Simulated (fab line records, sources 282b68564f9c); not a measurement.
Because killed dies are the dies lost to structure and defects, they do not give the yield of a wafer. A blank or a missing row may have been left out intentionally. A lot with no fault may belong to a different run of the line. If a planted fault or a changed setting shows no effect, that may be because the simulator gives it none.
Chamber matching | flow rit cmos | rie si-01 running RIT_GATE_ETCH_19: 4 sister chambers
The step etches poly-Si in SF6/CHF3/O2, stops on SiO2, time 165 s, target depth 312.5 nm. 8 wafers are shown with their chamber, then 7 later ones without.

== WAFERS WITH THEIR CHAMBER ==
wafer  | chamber | drypump motor current A (A) | throttle valve pct (%)
L209.3 | 0       | 5.8                         | 10.34
L211.6 | 0       | 5.8                         | 10.33
L215.5 | 1       | 5.1                         | 10.17
L215.6 | 2       | 6.0                         | 10.28
L219.2 | 1       | 5.0                         | 10.17
L219.6 | 3       | 6.4                         | 10.30
L221.2 | 2       | 5.9                         | 10.28
L221.4 | 3       | 6.4                         | 10.28

== WAFERS MISSING THEIR CHAMBER ==
wafer  | drypump motor current A (A) | throttle valve pct (%)
L221.5 | 5.8                         | 10.32
L227.2 | 6.0                         | 10.28
L227.3 | 5.0                         | 10.18
L227.4 | 5.0                         | 10.17
L229.1 | 5.1                         | 10.16
L229.4 | 5.8                         | 10.35
L229.6 | 5.8                         | 10.36

== THE CHAMBER EACH PASSED THROUGH ==
wafer  | from the rows above | in truth
L221.5 | 0                   | 0
L227.2 | 2                   | 2
L227.3 | 1                   | 1
L227.4 | 1                   | 1
L229.1 | 1                   | 1
L229.4 | 0                   | 0
L229.6 | 0                   | 0
Placed correctly: 7 of 7. Not placeable from these rows: 0. Placed wrongly: 0.
How it was worked out, from the rows above alone: a wafer's distance from a chamber is the root of the sum, over the readings, of the square of ((its reading less the chamber's mean) divided by the reading's scatter). If the next closest chamber is less than 2 further off than the closest, the wafer can't be placed; otherwise it belongs to the closest. The mean given for a chamber averages the wafers shown for that chamber. The scatter: the root of (the sum of the squares of (reading less its chamber's mean) over the shown wafers, divided by (wafers less chambers)).
